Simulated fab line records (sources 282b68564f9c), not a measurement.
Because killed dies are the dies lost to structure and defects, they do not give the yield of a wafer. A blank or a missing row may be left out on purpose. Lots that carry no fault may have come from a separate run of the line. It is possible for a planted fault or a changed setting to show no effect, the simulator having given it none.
Problem report in the 8D (eight disciplines) form, filled by code ; flow rit-cmos ; the parts of the form that need people (team, actions taken, sign-off) are left out

== 1. WHAT WENT WRONG ==
Mean of developer-temp-C at RIT_M1_DEVELOP_08: 25.30 C across 6 wafers in 2 lots; on wafers with no fault it is 23.00 C (standard deviation 0.12). That puts it +19 standard deviations away from the usual mean.
The step: develop time 68 s.
Seen first at day 6 19:00 on litho-track-03, wafer L124.1. Wafers with a number at this step in the record: 36, from 12 lots. The rule behind "out" and "out of limits": a value lying over 4 standard deviations away from the usual mean. The rest of the wafers with a number are treated as sound.

== 2. WHAT IT IS, WHAT IT ISN'T ==
question;is;is not
which readings at this step;developer-temp-C;-
which lots;L124, L125;L107, L108, L109, L110, L111, L112, L113, L127, L128, L129
which wafers of those lots;all that have a number;-
read on which tools;litho-track-03;litho-track-02, litho-track-04
when;from day 6 19:00;"up to then (21 sound wafers); but 9 sound wafers of L127, L128, L129 came after"

== 3. SUSPECTS, AND WHAT RULES EACH OUT ==
Counting: a tool stays on the suspect list if, at a process step up to the reading, it processed all lots that are out and no sound lot following the first of them.
- litho-track-03 at RIT_M1_DEVELOP_08 (develop time 68 s): kept. Every lot that is out went through it, starting with L124 (day 6 19:00), and after that it ran no sound lot; the last sound lot it ran before then is L113 (day 4 14:00). On those wafers its own readings are out: developer-temp-C.
Remaining after the count: litho-track-03 at RIT_M1_DEVELOP_08.

== 4. THE CAUSE (what the simulator had put in) ==
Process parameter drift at RIT_M1_DEVELOP_08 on litho-track-03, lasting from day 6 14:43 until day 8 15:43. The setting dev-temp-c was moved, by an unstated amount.
After counting, this tool was the only one left.

== 5. SEQUENCE OF EFFECTS, ordered by route ==
Each row: a reading where the mean over the struck wafers with a number is more than 3 standard deviations away from the usual. Scope: only readings with a usual standard deviation given in the record; hours: median across lots of the time from each lot's start at the first step in this table that gives one to its start at this step; sigmas: change in usual standard deviations.
hours;step;reading;usual;on struck wafers;change;sigmas
0;RIT_M1_DEVELOP_08;developer-temp-C;23.00 C;25.30;+2.30;+19
It contains these process steps:
- RIT_M1_DEVELOP_08: develop time 68 s.

== 6. HOW IT WOULD HAVE BEEN CAUGHT EARLIER ==
First out-of-limits reading in this record: day 6 19:00, which is 4 hours after fault onset at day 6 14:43.
